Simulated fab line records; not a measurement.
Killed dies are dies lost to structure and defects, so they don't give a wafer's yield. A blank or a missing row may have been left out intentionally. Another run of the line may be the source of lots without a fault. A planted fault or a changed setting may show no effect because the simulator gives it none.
Split-lot experiment / flow berkeleyCmos170 / on a route of 331 steps: 5 lots, 23 wafers read

## ON THE SPLIT
At UCB170_CONTACT_EXPOSE_12 (exposes mask CONT, target cd 700 nm), the setting doseMj was moved away from the recipe's 35 on 5 of the 23 wafers read, by +3.7% to +6.7%. All remaining wafers had this setting at the recipe value.

## FROM THE SPLIT TO THE READING: what the file shows between them, 2 steps
- UCB170_CONTACT_PEB_13
- UCB170_CONTACT_DEVELOP_14: develop time 45 s

## THE READING
cdNm (nm) at UCB170_CONTACT_CD_MEAS_15, where the cd target is 700 nm. Fault-free wafers of this fab line usually give 699.8 nm, standard deviation 1.6 nm.

wafer=L075.1; tool, chamber at the split=krfScanner-02, 0; doseMj as run=35; against the recipe=recipe; cdNm, nm=700.2; against lot-mates on the recipe=-
wafer=L075.2; tool, chamber at the split=krfScanner-02, 0; doseMj as run=35; against the recipe=recipe; cdNm, nm=699.5; against lot-mates on the recipe=-
wafer=L075.3; tool, chamber at the split=krfScanner-02, 0; doseMj as run=35; against the recipe=recipe; cdNm, nm=699.8; against lot-mates on the recipe=-
wafer=L075.4; tool, chamber at the split=krfScanner-02, 0; doseMj as run=35; against the recipe=recipe; cdNm, nm=700.3; against lot-mates on the recipe=-
wafer=L075.5; tool, chamber at the split=krfScanner-02, 0; doseMj as run=35; against the recipe=recipe; cdNm, nm=699.7; against lot-mates on the recipe=-
wafer=L078.3; tool, chamber at the split=krfScanner-02, 0; doseMj as run=35; against the recipe=recipe; cdNm, nm=699.4; against lot-mates on the recipe=-
wafer=L078.4; tool, chamber at the split=krfScanner-02, 0; doseMj as run=35; against the recipe=recipe; cdNm, nm=698.2; against lot-mates on the recipe=-
wafer=L078.5; tool, chamber at the split=krfScanner-02, 0; doseMj as run=35; against the recipe=recipe; cdNm, nm=698.4; against lot-mates on the recipe=-
wafer=L080.1; tool, chamber at the split=krfScanner-01, 0; doseMj as run=35; against the recipe=recipe; cdNm, nm=699.8; against lot-mates on the recipe=-
wafer=L080.2; tool, chamber at the split=krfScanner-01, 0; doseMj as run=35; against the recipe=recipe; cdNm, nm=697.6; against lot-mates on the recipe=-
wafer=L080.3; tool, chamber at the split=krfScanner-01, 0; doseMj as run=35; against the recipe=recipe; cdNm, nm=698.6; against lot-mates on the recipe=-
wafer=L080.4; tool, chamber at the split=krfScanner-01, 0; doseMj as run=35; against the recipe=recipe; cdNm, nm=699.1; against lot-mates on the recipe=-
wafer=L080.6; tool, chamber at the split=krfScanner-01, 0; doseMj as run=35; against the recipe=recipe; cdNm, nm=697.9; against lot-mates on the recipe=-
wafer=L082.1; tool, chamber at the split=krfScanner-01, 0; doseMj as run=35; against the recipe=recipe; cdNm, nm=703.6; against lot-mates on the recipe=-
wafer=L082.2; tool, chamber at the split=krfScanner-01, 0; doseMj as run=36.3; against the recipe=+3.7%; cdNm, nm=709.2; against lot-mates on the recipe=+6.5
wafer=L082.3; tool, chamber at the split=krfScanner-01, 0; doseMj as run=36.3; against the recipe=+3.7%; cdNm, nm=709.0; against lot-mates on the recipe=+6.2
wafer=L082.4; tool, chamber at the split=krfScanner-01, 0; doseMj as run=35; against the recipe=recipe; cdNm, nm=701.9; against lot-mates on the recipe=-
wafer=L082.6; tool, chamber at the split=krfScanner-01, 0; doseMj as run=36.3; against the recipe=+3.7%; cdNm, nm=707.5; against lot-mates on the recipe=+4.8
wafer=L084.1; tool, chamber at the split=krfScanner-02, 0; doseMj as run=35; against the recipe=recipe; cdNm, nm=697.8; against lot-mates on the recipe=-
wafer=L084.2; tool, chamber at the split=krfScanner-02, 0; doseMj as run=35; against the recipe=recipe; cdNm, nm=698.9; against lot-mates on the recipe=-
wafer=L084.3; tool, chamber at the split=krfScanner-02, 0; doseMj as run=37.34; against the recipe=+6.7%; cdNm, nm=709.4; against lot-mates on the recipe=+11.1
wafer=L084.5; tool, chamber at the split=krfScanner-02, 0; doseMj as run=37.34; against the recipe=+6.7%; cdNm, nm=709.1; against lot-mates on the recipe=+10.8
wafer=L084.6; tool, chamber at the split=krfScanner-02, 0; doseMj as run=35; against the recipe=recipe; cdNm, nm=698.3; against lot-mates on the recipe=-

FIT RESULTS
A straight line over all 23 wafers: cdNm changes by +1.76 nm for each +1% of doseMj; r = +0.91; the points scatter about the line by 1.8 nm.
The same after taking each lot's own level away (the mean of its wafers on the recipe; 23 wafers): +1.61 nm for each +1%; r = +0.98; scatter 0.63 nm.
According to that fit, moving doseMj by its largest amount changes the reading by 11 nm.
Measured against the standard deviation above, the lots' own levels, which go from 698.33 to 702.75 nm, span 2.8 times it.
Consequently the slope shifts little with the lot-to-lot level, the two slopes agreeing.
Check: +10.6 nm against its lot-mates is what the line predicts for one of the wafers moved furthest among these (+6.7%) when that wafer is left out of the fit. Against them it came out at +11.1 nm.

## THE OTHER SPLITS THESE WAFERS WENT THROUGH
Before the reading, these wafers also passed through other splits. Each is held against what the fit with the lots' levels taken away leaves over:
other split on the same wafers=UCB170_ZERO_STRIP_07 o2FlowSccm; wafers away from the commonest value=8; r with cdNm (lot level and that fit taken away)=-0.14
other split on the same wafers=UCB170_NWELL_IMPLANT_14 doseCm2; wafers away from the commonest value=11; r with cdNm (lot level and that fit taken away)=-0.11
other split on the same wafers=UCB170_PFIELD_COAT_01 spinRpm; wafers away from the commonest value=5; r with cdNm (lot level and that fit taken away)=+0.07
other split on the same wafers=UCB170_GATE_CVD_04 pressureMtorr; wafers away from the commonest value=18; r with cdNm (lot level and that fit taken away)=+0.06
other split on the same wafers=UCB170_PLDD_COAT_01 resistThkNm; wafers away from the commonest value=7; r with cdNm (lot level and that fit taken away)=+0.16
other split on the same wafers=UCB170_PLDD_SOFTBAKE_02 tempC; wafers away from the commonest value=8; r with cdNm (lot level and that fit taken away)=-0.08
other split on the same wafers=UCB170_PSD_PEB_04 pebTempC; wafers away from the commonest value=10; r with cdNm (lot level and that fit taken away)=+0.06
other split on the same wafers=UCB170_NSD_IMPLANT_08 doseCm2; wafers away from the commonest value=9; r with cdNm (lot level and that fit taken away)=-0.02
other split on the same wafers=UCB170_BACKSIDE_HMDS_00 primeTimeS; wafers away from the commonest value=11; r with cdNm (lot level and that fit taken away)=-0.12

## FILE'S OWN FIT
cdNm changes by +1.62 nm for each +1% of doseMj, r = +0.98.
